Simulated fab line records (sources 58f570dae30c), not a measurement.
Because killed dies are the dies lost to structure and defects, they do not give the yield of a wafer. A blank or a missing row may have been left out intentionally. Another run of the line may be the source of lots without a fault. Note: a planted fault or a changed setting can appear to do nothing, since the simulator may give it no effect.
A sampling plan put to the test    flow berkeley_cmos170    each of the 12 faults these records tell of, on one fab line, judged from the records of the lots it struck
Plan = the line's own looks (route steps where a gauge or an inspection reads the wafer without altering it). Where struck wafers have a number at a look and the file lists that look's usual mean and standard deviation on fault-free wafers, the look can be judged. Caught: a look later than the fault's first step finds the struck wafers' mean 4 or more of those standard deviations (sigma) from the usual mean. On the tool: the fault's steps, tested the same way using the tool's own readings. If the struck wafers alone have a blank record, or they carry another recipe, that too counts as caught.

## THE FAULTS, as the simulator had put them in
1. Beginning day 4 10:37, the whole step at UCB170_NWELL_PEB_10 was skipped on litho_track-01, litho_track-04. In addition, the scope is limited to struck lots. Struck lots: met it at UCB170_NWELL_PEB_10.
2. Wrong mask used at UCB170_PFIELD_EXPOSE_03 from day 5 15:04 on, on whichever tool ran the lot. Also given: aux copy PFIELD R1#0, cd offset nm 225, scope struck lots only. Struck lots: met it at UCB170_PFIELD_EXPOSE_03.
3. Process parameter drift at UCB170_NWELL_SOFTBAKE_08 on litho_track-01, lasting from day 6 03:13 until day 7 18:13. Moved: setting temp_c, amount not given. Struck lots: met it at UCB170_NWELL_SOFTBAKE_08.
4. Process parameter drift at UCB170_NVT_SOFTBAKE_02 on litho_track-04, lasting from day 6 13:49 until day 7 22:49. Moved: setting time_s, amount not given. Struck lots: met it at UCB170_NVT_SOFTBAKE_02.
5. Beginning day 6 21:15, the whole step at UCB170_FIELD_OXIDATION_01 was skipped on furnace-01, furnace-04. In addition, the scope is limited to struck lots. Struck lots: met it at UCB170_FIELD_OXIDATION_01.
6. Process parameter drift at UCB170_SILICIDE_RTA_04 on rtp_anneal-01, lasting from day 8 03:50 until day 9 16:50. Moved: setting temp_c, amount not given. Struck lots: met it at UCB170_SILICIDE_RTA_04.
7. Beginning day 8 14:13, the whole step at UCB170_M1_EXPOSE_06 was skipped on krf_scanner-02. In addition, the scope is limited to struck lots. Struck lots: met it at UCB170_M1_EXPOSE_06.
8. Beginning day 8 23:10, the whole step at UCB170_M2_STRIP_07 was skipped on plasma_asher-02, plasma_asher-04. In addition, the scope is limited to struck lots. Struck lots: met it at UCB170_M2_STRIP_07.
9. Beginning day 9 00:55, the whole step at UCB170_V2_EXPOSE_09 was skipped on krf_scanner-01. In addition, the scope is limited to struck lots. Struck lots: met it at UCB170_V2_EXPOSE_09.
10. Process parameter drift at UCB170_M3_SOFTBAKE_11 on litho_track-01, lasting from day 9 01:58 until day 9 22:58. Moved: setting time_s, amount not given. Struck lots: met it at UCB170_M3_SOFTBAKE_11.
11. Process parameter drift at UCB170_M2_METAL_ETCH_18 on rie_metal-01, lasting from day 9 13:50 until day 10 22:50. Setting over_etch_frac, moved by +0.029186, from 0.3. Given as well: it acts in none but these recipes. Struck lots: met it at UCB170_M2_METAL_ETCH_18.
12. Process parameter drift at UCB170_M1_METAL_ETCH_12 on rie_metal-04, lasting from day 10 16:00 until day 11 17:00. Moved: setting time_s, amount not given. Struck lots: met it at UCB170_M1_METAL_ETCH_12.

## WHAT THE PLAN SAW
fault  on the tool itself                                first look that catches it                       reading, sigma  median hours from its first step to that look  hours from the fault's start to the first struck lot there  judged looks passed uncaught
1      the tool's record is blank for the struck wafers  no look after it can be judged                   -               -                                              -                                                           0
2      under 2 sigma                                     no look after it can be judged                   -               -                                              -                                                           0
3      heater_power_total_W -82 sigma                    none of the 2 looks that can be judged after it  -               -                                              -                                                           2
4      heater_power_total_W +14 sigma                    no look after it can be judged                   -               -                                              -                                                           0
5      the tool's record is blank for the struck wafers  no look after it can be judged                   -               -                                              -                                                           0
6      wafer_temp_C_max -6.5 sigma                       not the one look that can be judged after it     -               -                                              -                                                           1
7      no reading that can be judged                     no look after it can be judged                   -               -                                              -                                                           0
8      the tool's record is blank for the struck wafers  no look after it can be judged                   -               -                                              -                                                           0
9      no reading that can be judged                     no look after it can be judged                   -               -                                              -                                                           0
10     heater_power_total_W +90 sigma                    no look after it can be judged                   -               -                                              -                                                           0
11     under 2 sigma                                     no look after it can be judged                   -               -                                              -                                                           0
12     run_length_s -28 sigma                            not the one look that can be judged after it     -               -                                              -                                                           1
A dash: the fault isn't caught, or these records don't give the number.

Caught at a look: 0 of 12. Caught on the tool: 8 of 12. By one or the other: 8 of 12.
On the tool alone, faults 1, 3, 4, 5, 6, 8, 10, 12 were caught.
Caught by neither: faults 2, 7, 9, 11.
